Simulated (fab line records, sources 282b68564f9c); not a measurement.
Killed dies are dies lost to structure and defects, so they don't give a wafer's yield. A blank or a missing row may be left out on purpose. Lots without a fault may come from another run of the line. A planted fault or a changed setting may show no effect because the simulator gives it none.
fab line records | flow rit_cmos
record lots=13 wafers=39 last_day=8
route steps=202 shown SDANNEAL@156 CONTACT@179 M1@198
lots that met no fault: from a run of the same line without faults
start_h: hours from the record's first day to the start of the lot's first wafer shown | wait_h: hours since the lot's step before | " the same as in the row above | L1.1+2: a row that stands for several wafers | - no value, or no start given | * or withheld: withheld | < > ~ a bound
route shown NAME@n: a module of which the file shows steps, and the number in the route of the first | usual: mean/standard deviation of fault-free wafers | same: alike in all rows | chamber/n: place in a boat | sites: the reading at each site | _std_site: their standard deviation | _edge_site: outer sites' mean less inner sites' | radius_mm: how far each site lies from the wafer's centre | mask NAME#n: copy n | behind: the tool/chamber that last shaped the wafer | hold: why the lot was held/for how many hours/how that ended | device: the transistor (n, p or np) that didn't switch | end of line: the same wafers' tests at the end of the route | a step without rows: its recipe alone | killed: dies lost to structure and defects at the first sort, not the wafer's yield | map: a wafer's dies, x killed, . not, _ none there
set.NAME: the setting as run; set.NAME@STEP: as run at that earlier step | model.NAME: the simulator's own value behind a step, which no gauge read
steps of the route over a sample of lots; a table a step, a row a wafer
services: from which hour (start_h, from the record's first day; less than 0 if before it) a tool's chamber was out of use, for how many hours, and why
## steps
# step RIT_SDANNEAL_RTA_03
# recipe temp_c=1050 time_s=5 idle_temp_c=600 ramp_up_c_per_s=342 ramp_down_c_per_s=171 cool_to_c=600 ambient=N2
# usual anneal_temp_c_max=1055.3/1.1 wafer_temp_C_max=1053.5/1.1
# columns lot.wafer tool chamber start_h wait_h anneal_temp_c_max wafer_temp_C_max
L390.1 rtp_anneal-01 0 56.26 0.0 1056.8 1053.3
L390.2 " 0 " " 1056.1 1053.4
L390.4 " 0 " " 1056.9 1051.7
L391.2 rtp_anneal-02 0 57.59 0.0 1056.7 1055.9
L391.4 " 0 " " 1053.2 1055.6
L391.6 " 0 " " 1054.7 1052.4
L392.4 rtp_anneal-01 0 64.22 0.0 1055.0 1053.2
L392.5 " 0 " " 1055.2 1055.1
L392.6 " 0 " " 1054.7 1052.7
L393.1 rtp_anneal-02 0 66.78 0.0 1055.2 1053.4
L393.4 " 0 " " 1054.9 1053.9
L393.6 " 0 " " 1056.7 1053.6
L394.1 rtp_anneal-01 0 73.69 0.0 1054.2 1054.1
L394.3 " 0 " " 1053.1 1052.8
L394.6 " 0 " " 1053.9 1054.6
L395.4 rtp_anneal-02 0 79.33 0.0 1058.4 1055.7
L395.5 " 0 " " 1056.0 1054.0
L395.6 " 0 " " 1057.3 1053.7
L396.1 rtp_anneal-01 0 86.11 0.0 1054.2 1052.0
L396.3 " 0 " " 1054.4 1053.7
L396.5 " 0 " " 1054.4 1052.2
L397.1 rtp_anneal-02 0 91.61 0.0 1055.9 1054.3
L397.3 " 0 " " 1056.2 1053.2
L397.4 " 0 " " 1055.2 1052.2
L409.1 rtp_anneal-02 0 147.45 0.0 1055.9 1053.9
L409.3 " 0 " " 1055.7 1052.5
L409.5 " 0 " " 1056.1 1055.7
L410.3 rtp_anneal-01 0 155.68 0.0 1055.7 1051.7
L410.5 " 0 " " 1055.5 1052.3
L410.6 " 0 " " 1055.9 1052.1
L411.1 rtp_anneal-02 0 159.57 0.0 1056.2 1053.2
L411.5 " 0 " " 1056.5 1053.1
L411.6 " 0 " " 1056.2 1052.0
L412.1 rtp_anneal-01 0 175.11 0.0 1056.0 1053.0
L412.3 " 0 " " 1056.5 1052.0
L412.6 " 0 " " 1055.9 1053.0
L413.1 rtp_anneal-02 0 179.84 0.0 1054.2 1052.8
L413.2 " 0 " " 1055.9 1054.7
L413.3 " 0 " " 1053.9 1051.6
# step RIT_CONTACT_ETCH_11
# recipe target_depth_a=4800 over_etch_frac=0.2 stop_on=TiSi2 chemistry=CHF3/CF4/Ar target=SiO2 CHF3_flow_sccm=50 cf4_flow_sccm=10 Ar_flow_sccm=100 O2_flow_sccm=5 pressure_mtorr=100 rf_w=200 time_s=320
# usual chamber_pressure_mTorr=99.99/0.075 drypump_motor_current_A=5.9/0.63 oes_product_au=0.992/0.015 throttle_valve_pct=8.76/0.097
# columns lot.wafer tool chamber start_h wait_h chamber_pressure_mTorr drypump_motor_current_A oes_product_au rf_hours_counter_h throttle_valve_pct
L390.1 rie_diel-01 3 58.83 0.1 99.97 6.5 0.999 146 8.84
L390.2 " 0 " " 99.97 6.0 0.973 163 8.62
L390.4 " 2 " " 99.92 4.6 0.972 15 8.72
L391.2 rie_diel-02 1 60.14 0.1 100.05 6.7 1.010 32 8.82
L391.4 " 2 " " 99.99 6.7 1.014 5 8.66
L391.6 " 3 " " 100.00 4.8 0.976 - 8.64
L392.4 rie_diel-01 0 66.76 0.1 100.03 6.0 0.969 163 8.61
L392.5 " 0 " " 99.92 6.0 0.964 - 8.60
L392.6 " 3 " " 99.93 6.5 0.999 - 8.82
L393.1 rie_diel-02 2 69.23 0.1 100.03 6.7 1.022 5 8.67
L393.4 " 0 " " 99.92 6.1 0.984 - 8.82
L393.6 " 2 " " 99.92 6.7 1.011 - 8.66
L394.1 rie_diel-03 0 76.13 0.1 100.05 5.8 1.001 68 8.98
L394.3 " 3 " " 100.08 5.9 0.971 26 8.62
L394.6 " 3 " " 99.96 5.9 0.984 - 8.62
L395.4 rie_diel-01 0 81.75 0.1 100.05 6.0 0.968 164 8.63
L395.5 " 3 " " 99.98 6.5 1.001 - 8.84
L395.6 " 2 " " 99.84 4.6 0.959 - 8.71
L396.1 rie_diel-01 1 88.68 0.1 99.98 5.9 0.985 40 8.76
L396.3 " 3 " " 100.02 6.5 0.998 147 8.84
L396.5 " 3 " " 100.05 6.5 1.008 - 8.85
L397.1 rie_diel-03 3 94.17 0.1 100.05 5.9 0.972 27 8.62
L397.3 " 2 " " 99.91 6.0 1.003 45 8.79
L397.4 " 1 " " 100.01 5.9 1.002 - 8.85
L409.1 rie_diel-01 1 150.63 0.1 100.11 5.9 0.993 41 8.78
L409.3 " 3 " " 100.07 6.5 1.000 148 8.84
L409.5 " 1 " " 100.06 6.0 0.992 - 8.76
L410.3 rie_diel-01 2 158.10 0.1 100.09 4.6 0.964 17 8.72
L410.5 " 1 " " 100.00 5.9 0.992 - 8.76
L410.6 " 0 " " 99.97 6.0 1.007 - 8.60
L411.1 rie_diel-01 2 162.01 0.1 100.12 4.6 0.970 17 8.71
L411.5 " 0 " " 99.96 6.0 1.006 - 8.61
L411.6 " 2 " " 99.95 4.6 0.960 - 8.70
L412.1 rie_diel-03 3 177.85 0.1 100.07 5.9 0.969 28 8.62
L412.3 " 1 " " 99.93 5.9 0.993 2 8.84
L412.6 " 0 " " 99.95 5.8 1.003 - 8.95
L413.1 rie_diel-03 1 182.28 0.1 100.01 5.9 0.998 2 8.84
L413.2 " 0 " " 100.09 5.8 1.001 70 8.96
L413.3 " 3 " " 100.04 5.9 0.977 29 8.62
# step RIT_M1_STRIP_14
# recipe chemistry=O2 time_s=180 platen_temp_c=withheld power_w=500 pressure_mtorr=4000 o2_flow_sccm=4000
# usual chamber_pressure_mTorr=4000/3.6 drypump_motor_current_A=5.7/0.52
# columns lot.wafer tool chamber start_h wait_h chamber_pressure_mTorr drypump_motor_current_A rf_hours_counter_h
L390.1 plasma_asher-02 1 61.78 0.0 4005 5.1 44
L390.2 " 0 " " 4000 6.5 44
L390.4 " 1 " " 4001 5.2 -
L391.2 plasma_asher-04 0 63.08 0.0 3992 5.7 44
L391.4 " 0 " " 4001 5.7 -
L391.6 " 0 " " 4004 5.7 -
L392.4 plasma_asher-01 1 69.75 0.1 4009 6.1 -
L392.5 " 0 " " 4000 5.6 -
L392.6 " 1 " " 4000 6.1 -
L393.1 plasma_asher-02 0 72.29 0.0 4001 6.5 45
L393.4 " 0 " " 3997 6.5 -
L393.6 " 0 " " 4002 6.5 -
L394.1 plasma_asher-01 0 79.33 0.0 3999 5.6 24
L394.3 " 0 " " 4006 5.6 -
L394.6 " 1 " " 4002 6.1 -
L395.4 plasma_asher-04 0 84.76 0.1 3998 5.8 -
L395.5 " 1 " " 3998 5.1 -
L395.6 " 0 " " 4003 5.8 -
L396.1 plasma_asher-01 0 91.76 0.0 4003 5.6 25
L396.3 " 0 " " 4000 5.6 -
L396.5 " 1 " " 3997 6.2 -
L397.1 plasma_asher-01 1 97.23 0.0 3999 6.2 26
L397.3 " 1 " " 4003 6.1 -
L397.4 " 0 " " 3994 5.6 -
L409.1 plasma_asher-04 1 153.69 0.0 4001 5.1 4
L409.3 " 0 " " 3998 5.7 -
L409.5 " 0 " " 3995 5.7 -
L410.3 plasma_asher-02 1 161.14 0.1 3996 5.2 -
L410.5 " 0 " " 4004 6.5 -
L410.6 " 1 " " 3994 5.1 -
L411.1 plasma_asher-01 0 165.60 0.0 3997 5.6 32
L411.5 " 1 " " 4003 6.1 -
L411.6 " 0 " " 3996 5.6 -
L412.1 plasma_asher-02 1 180.99 0.0 3998 5.2 56
L412.3 " 0 " " 4005 6.5 -
L412.6 " 1 " " 3999 5.1 -
L413.1 plasma_asher-02 0 185.49 0.0 4000 6.5 57
L413.2 " 1 " " 3998 5.1 57
L413.3 " 0 " " 4001 6.5 -
# step RIT_M1_ANNEAL_15
# recipe temp_c=450 time_s=1800 ambient=forming_gas_H2N2
# usual spike_tc_centre_C=452.5/0.89 spike_tc_load_C=472.7/1.1 spike_tc_source_C=469.8/1 tube_center_temp_C=450/0.043 tube_center_temp_C_max=451.16/0.2 zone_power_centre_pct=19.44/0.19 zone_power_load_pct=6.48/0.06 zone_power_source_pct=6.59/0.064
# columns lot.wafer tool chamber start_h wait_h spike_tc_centre_C spike_tc_load_C spike_tc_source_C tube_center_temp_C tube_center_temp_C_max zone_power_centre_pct zone_power_load_pct zone_power_source_pct
L390.1 furnace-02 0 62.08 0.1 452.2 472.1 470.3 449.96 450.81 18.97 6.40 6.73
L390.2 " 0 " " 452.4 471.5 469.0 449.98 451.20 19.33 6.59 6.55
L390.4 " 0 " " 451.8 473.5 468.6 449.95 451.13 19.35 6.58 6.64
L391.2 furnace-02 0 63.58 0.3 454.4 472.3 469.6 450.06 451.62 19.34 6.53 6.63
L391.4 " 0 " " 452.2 472.6 469.1 450.09 451.08 19.29 6.42 6.48
L391.6 " 0 " " 452.2 473.9 470.7 450.05 451.26 19.30 6.48 6.62
L392.4 furnace-02 0 69.99 0.0 452.1 473.6 470.3 449.98 451.06 19.29 6.47 6.56
L392.5 " 0 " " 452.8 471.6 470.1 449.99 451.51 19.34 6.45 6.58
L392.6 " 0 " " 452.9 470.7 467.3 449.97 451.20 19.36 6.49 6.71
L393.1 furnace-02 0 72.58 0.1 452.9 472.0 468.9 449.96 450.93 19.33 6.40 6.54
L393.4 " 0 " " 451.9 475.1 471.6 449.91 451.10 19.30 6.40 6.64
L393.6 " 0 " " 451.1 472.3 469.1 450.01 451.58 19.83 6.54 6.60
L394.1 furnace-02 0 79.63 0.1 452.4 472.8 469.8 449.91 450.99 19.91 6.61 6.52
L394.3 " 0 " " 452.9 471.7 469.6 450 450.93 19.60 6.42 6.53
L394.6 " 0 " " 452.0 471.5 470.2 450.03 451.27 19.47 6.45 6.67
L395.4 furnace-02 0 85.00 0.0 523.1 542.9 541.2 519.98 521.19 22.59 8.24 8.42
L395.5 " 0 " " 522.5 544.2 541.5 520.06 521.23 22.81 8.21 8.44
L395.6 " 0 " " 522.9 543.9 540.1 520.05 520.94 22.81 8.34 8.39
L396.1 furnace-02 0 99.15 7.2 521.7 543.8 539.7 519.96 520.96 22.79 8.25 8.46
L396.3 " 0 " " 523.4 543.7 540.9 520.04 521.37 22.63 8.33 8.39
L396.5 " 0 " " 523.2 543.0 541.6 519.99 521.24 22.82 8.34 8.33
L397.1 furnace-02 0 99.15 1.7 523.4 543.7 541.6 519.97 520.90 22.45 8.38 8.34
L397.3 " 0 " " 520.9 544.3 541.2 519.98 521.05 22.70 8.26 8.46
L397.4 " 0 " " 522.4 544.6 540.1 519.99 520.97 23.03 8.19 8.33
L409.1 furnace-02 0 153.99 0.1 453.1 472.5 468.1 450.02 451.25 19.08 6.54 6.52
L409.3 " 0 " " 452.8 473.4 468.1 450.14 451.11 19.48 6.48 6.65
L409.5 " 0 " " 451.8 474.4 470.8 450.04 451.14 19.29 6.39 6.64
L410.3 furnace-02 0 161.38 0.1 453.2 471.3 470.6 449.97 451.25 19.59 6.49 6.58
L410.5 " 0 " " 452.6 472.5 470.3 450.05 450.97 19.54 6.54 6.68
L410.6 " 0 " " 453.0 472.8 468.5 449.93 451.14 19.33 6.38 6.54
L411.1 furnace-02 0 165.90 0.1 450.3 471.3 470.3 450.01 451.28 19.43 6.39 6.59
L411.5 " 0 " " 451.7 472.9 471.3 450.02 450.95 19.70 6.55 6.56
L411.6 " 0 " " 452.8 472.0 471.0 450.03 451.17 19.49 6.39 6.64
L412.1 furnace-02 0 181.28 0.1 452.0 473.0 469.8 449.99 451.15 19.46 6.54 6.68
L412.3 " 0 " " 450.8 471.8 471.3 449.99 450.96 19.49 6.36 6.53
L412.6 " 0 " " 451.2 473.4 471.1 449.97 450.93 19.24 6.54 6.70
L413.1 furnace-02 0 185.78 0.1 452.4 474.4 470.7 449.95 450.93 19.60 6.57 6.50
L413.2 " 0 " " 453.8 473.1 469.7 449.98 451.18 19.29 6.55 6.63
L413.3 " 0 " " 450.8 472.6 471.3 450 451.03 19.31 6.43 6.50
# step RIT_M1_PROBE_99
# usual defect_limited_yield=97.5/1.1 killed_at_front_end=7/3 killed_dies=7/3 killed_on_rim=1.8/1.5 killed_open=3.3/1.8 killed_short=3.3/2.2
# same gross_dies=264 killed_at_M0_to_M3=0 killed_at_M4_up=0 killed_at_back_side=0 killed_at_contacts=0 killed_at_other=0
# columns lot.wafer tool chamber start_h wait_h defect_limited_yield[%] killed_at_front_end killed_dies killed_on_rim killed_open killed_short
L390.1 prober-01 - 63.70 0.1 98.5 4 4 1 4 0
L390.2 prober-01 - 63.75 0.1 98.9 3 3 2 0 3
L390.4 prober-01 - 63.85 0.2 98.5 4 4 1 2 2
L391.2 prober-02 - 65.25 0.1 98.9 3 3 2 3 0
L391.4 prober-02 - 65.35 0.2 98.5 4 4 2 3 1
L391.6 prober-02 - 65.45 0.2 97.7 6 6 1 3 3
L392.4 prober-01 - 71.76 0.2 97.3 7 7 1 5 2
L392.5 prober-01 - 71.81 0.2 97.0 8 8 3 5 3
L392.6 prober-01 - 71.86 0.2 98.9 3 3 1 2 1
L393.1 prober-02 - 74.20 0.1 99.2 2 2 1 1 1
L393.4 prober-02 - 74.35 0.2 95.8 11 11 4 3 8
L393.6 prober-02 - 74.45 0.2 98.5 4 4 1 3 1
L394.1 prober-01 - 81.25 0.1 98.9 3 3 0 1 2
L394.3 prober-01 - 81.35 0.2 98.1 5 5 1 2 3
L394.6 prober-01 - 81.50 0.2 98.1 5 5 0 1 4
L395.4 prober-02 - 86.77 0.2 97.3 7 7 2 2 5
L395.5 prober-02 - 86.82 0.2 98.5 4 4 1 4 0
L395.6 prober-02 - 86.87 0.2 96.6 9 9 4 5 4
L396.1 prober-01 - 100.77 0.1 98.5 4 4 1 1 3
L396.3 prober-01 - 100.87 0.2 97.7 6 6 0 3 3
L396.5 prober-01 - 100.97 0.2 98.1 5 5 0 3 2
L397.1 prober-02 - 100.77 0.1 98.1 5 5 3 3 2
L397.3 prober-02 - 100.87 0.2 96.6 9 9 0 5 4
L397.4 prober-02 - 100.92 0.2 98.5 4 4 2 3 1
L409.1 prober-01 - 155.61 0.1 97.3 7 7 0 4 3
L409.3 prober-01 - 155.71 0.2 97.3 7 7 1 1 6
L409.5 prober-01 - 155.81 0.2 98.5 4 4 1 2 2
L410.3 prober-02 - 163.10 0.2 97.0 8 8 2 4 4
L410.5 prober-02 - 163.20 0.2 95.5 12 12 3 4 8
L410.6 prober-02 - 163.25 0.2 97.3 7 7 2 4 3
L411.1 prober-02 - 167.52 0.1 97.0 8 8 2 4 4
L411.5 prober-02 - 167.72 0.2 96.6 9 9 2 5 4
L411.6 prober-02 - 167.77 0.2 96.2 10 10 2 3 7
L412.1 prober-01 - 182.90 0.1 96.2 10 10 2 5 5
L412.3 prober-01 - 183.00 0.2 97.3 7 7 0 2 5
L412.6 prober-01 - 183.15 0.2 96.6 9 9 3 7 2
L413.1 prober-02 - 187.40 0.1 98.9 3 3 1 2 1
L413.2 prober-02 - 187.45 0.1 95.1 13 13 4 6 7
L413.3 prober-02 - 187.50 0.2 98.1 5 5 1 3 2
# killed by level:class
L390.1 SILICIDE:geometric_particle:open=2 FOX1:geometric_particle:open=1 SPACER:geometric_particle:open=1
L390.2 SPACER:geometric_particle:short=2 FOX2:geometric_particle:short=1
L390.4 GATE:geometric_particle:short=1 GATE:geometric_particle:open=1 SPACER:geometric_particle:short=1 SILICIDE:geometric_particle:open=1
L391.2 GATE:geometric_particle:open=2 FOX1:geometric_particle:open=1
L391.4 GATE:geometric_particle:open=2 GATE:geometric_particle:short=1 REOX:geometric_particle:open=1
L391.6 GATE:geometric_particle:short=1 GATE:geometric_particle:open=1 REOX:geometric_particle:short=1 REOX:geometric_particle:open=1 SPACER:geometric_particle:open=1 SILICIDE:geometric_particle:short=1
L392.4 REOX:geometric_particle:open=3 GATE:geometric_particle:short=1 GATE:geometric_particle:open=1 SPACER:geometric_particle:short=1 SILICIDE:geometric_particle:open=1
L392.5 GATE:geometric_particle:short=2 FOX2:geometric_particle:open=1 GATE:geometric_particle:open=1 REOX:geometric_particle:open=1 SPACER:geometric_particle:open=1 SPACER:geometric_particle:short=1 SILICIDE:geometric_particle:open=1
L392.6 FOX2:geometric_particle:short=1 GATE:geometric_particle:open=1 SPACER:geometric_particle:open=1
L393.1 FOX2:geometric_particle:open=1 GATE:geometric_particle:short=1
L393.4 FOX2:geometric_particle:short=3 FOX1:geometric_particle:open=1 FOX1:geometric_particle:short=1 FOX2:geometric_particle:open=1 GATE:geometric_particle:short=1 REOX:geometric_particle:short=1 SPACER:geometric_particle:short=1 SILICIDE:geometric_particle:open=1
L393.6 FOX1:geometric_particle:open=2 REOX:geometric_particle:short=1 SPACER:geometric_particle:open=1
L394.1 GATE:geometric_particle:open=1 GATE:geometric_particle:short=1 REOX:geometric_particle:short=1
L394.3 FOX1:geometric_particle:short=2 REOX:geometric_particle:open=1 SPACER:geometric_particle:open=1 SPACER:geometric_particle:short=1
L394.6 FOX1:geometric_particle:short=2 FOX2:geometric_particle:short=1 GATE:geometric_particle:open=1 SILICIDE:geometric_particle:short=1
L395.4 SILICIDE:geometric_particle:short=2 FOX1:geometric_particle:short=1 FOX2:geometric_particle:open=1 GATE:geometric_particle:short=1 FOX2:geometric_particle:short=1 SILICIDE:geometric_particle:open=1
L395.5 GATE:geometric_particle:open=2 FOX2:geometric_particle:open=1 SILICIDE:geometric_particle:open=1
L395.6 FOX1:geometric_particle:open=2 FOX1:geometric_particle:short=1 FOX2:geometric_particle:short=1 GATE:geometric_particle:short=1 GATE:geometric_particle:open=1 REOX:geometric_particle:open=1 SPACER:geometric_particle:open=1 SILICIDE:geometric_particle:short=1
L396.1 GATE:geometric_particle:short=2 FOX1:geometric_particle:short=1 GATE:geometric_particle:open=1
L397.1 FOX1:geometric_particle:short=2 GATE:geometric_particle:open=2 REOX:geometric_particle:open=1
L396.3 SPACER:geometric_particle:open=2 FOX1:geometric_particle:open=1 FOX1:geometric_particle:short=1 GATE:geometric_particle:short=1 SPACER:geometric_particle:short=1
L397.3 GATE:geometric_particle:open=3 FOX1:geometric_particle:open=2 FOX2:geometric_particle:short=2 GATE:geometric_particle:short=1 SPACER:geometric_particle:short=1
L397.4 GATE:geometric_particle:open=2 SPACER:geometric_particle:short=1 SPACER:geometric_particle:open=1
L396.5 FOX1:geometric_particle:short=1 FOX1:geometric_particle:open=1 FOX2:geometric_particle:open=1 REOX:geometric_particle:open=1 SILICIDE:geometric_particle:short=1
L409.1 GATE:geometric_particle:short=3 GATE:geometric_particle:open=2 FOX1:geometric_particle:open=1 SPACER:geometric_particle:open=1
L409.3 GATE:geometric_particle:short=3 SILICIDE:geometric_particle:short=2 FOX2:geometric_particle:open=1 SPACER:geometric_particle:short=1
L409.5 REOX:geometric_particle:short=2 REOX:geometric_particle:open=2
L410.3 REOX:geometric_particle:short=2 FOX1:geometric_particle:open=1 FOX2:geometric_particle:short=1 FOX2:geometric_particle:open=1 GATE:geometric_particle:short=1 SPACER:geometric_particle:open=1 SILICIDE:geometric_particle:open=1
L410.5 GATE:geometric_particle:short=5 FOX1:geometric_particle:open=2 REOX:geometric_particle:short=2 REOX:geometric_particle:open=2 FOX1:geometric_particle:short=1
L410.6 SPACER:geometric_particle:open=2 FOX1:geometric_particle:open=1 FOX2:geometric_particle:short=1 SPACER:geometric_particle:short=1 SILICIDE:geometric_particle:short=1 SILICIDE:geometric_particle:open=1
L411.1 GATE:geometric_particle:short=2 FOX1:geometric_particle:open=1 FOX1:geometric_particle:short=1 FOX2:geometric_particle:short=1 FOX2:geometric_particle:open=1 GATE:geometric_particle:open=1 SPACER:geometric_particle:open=1
L411.5 GATE:geometric_particle:open=3 FOX1:geometric_particle:short=2 FOX2:geometric_particle:open=2 FOX2:geometric_particle:short=1 SILICIDE:geometric_particle:short=1
L411.6 SPACER:geometric_particle:open=3 REOX:geometric_particle:short=2 SPACER:geometric_particle:short=2 FOX1:geometric_particle:short=1 GATE:geometric_particle:short=1 SILICIDE:geometric_particle:short=1
L412.1 FOX1:geometric_particle:short=2 FOX1:geometric_particle:open=2 REOX:geometric_particle:short=2 FOX2:geometric_particle:open=1 REOX:geometric_particle:open=1 SPACER:geometric_particle:short=1 SILICIDE:geometric_particle:open=1
L412.3 SPACER:geometric_particle:short=3 GATE:geometric_particle:open=2 FOX1:geometric_particle:short=1 GATE:geometric_particle:short=1
L412.6 FOX1:geometric_particle:open=2 SPACER:geometric_particle:open=2 GATE:geometric_particle:open=2 FOX1:geometric_particle:short=1 GATE:geometric_particle:short=1 SILICIDE:geometric_particle:open=1
L413.1 FOX2:geometric_particle:short=1 GATE:geometric_particle:open=1 SPACER:geometric_particle:open=1
L413.2 GATE:geometric_particle:open=4 GATE:geometric_particle:short=4 SPACER:geometric_particle:short=2 SPACER:geometric_particle:open=2 SILICIDE:geometric_particle:short=1
L413.3 FOX1:geometric_particle:open=1 FOX1:geometric_particle:short=1 GATE:geometric_particle:open=1 SPACER:geometric_particle:open=1 SPACER:geometric_particle:short=1
## services
# columns tool chamber start_h hours kind
furnace-02 - 48.23 12.2 repair
rie_diel-03 1 52.89 18.1 repair
rie_diel-03 1 70.97 - clean
rie_diel-03 1 70.97 13.4 scheduled_down
rie_diel-03 1 70.97 13.4 vent_cycle
rie_diel-03 0 85.92 16.2 repair
furnace-02 - 87.55 11.6 repair
rie_diel-01 0 87.76 5.4 repair
rie_diel-01 0 93.16 - clean
rie_diel-01 0 93.16 12.9 scheduled_down
rie_diel-01 0 93.16 12.9 vent_cycle
plasma_asher-04 - 108.75 9.0 pm
plasma_asher-04 0 108.75 9.0 vent_cycle
plasma_asher-04 1 108.75 9.0 vent_cycle
plasma_asher-04 0 117.75 - clean
plasma_asher-04 1 117.75 - clean
rie_diel-02 0 119.41 8.8 repair
rie_diel-01 3 159.62 - clean
rie_diel-01 3 159.62 24.0 scheduled_down
rie_diel-01 3 159.62 24.0 vent_cycle
rie_diel-02 - 161.60 14.6 pm
rie_diel-03 2 170.21 1.3 repair
rie_diel-02 - 178.54 1.6 repair
rie_diel-03 0 184.36 1.4 repair
## key
first_sign step=RIT_M1_ANNEAL_15 reading=tube_center_temp_C direction=up sigmas=99+ usual=* struck=*
effect step=RIT_M1_ANNEAL_15 reading=tube_center_temp_C_max direction=up sigmas=99+ usual=* struck=*
met_at RIT_M1_ANNEAL_15
struck_lots L395,L396,L397
not_acting_at RIT_SDANNEAL_RTA_03,RIT_CONTACT_ETCH_11,RIT_M1_STRIP_14
onset_between 79.63 85.00
fault kind=process_parameter_drift tool=furnace-02 chamber=- onset_h=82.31 steps=RIT_M1_ANNEAL_15 channel=temp_c offset=* shape=step end_h=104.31 stated=*
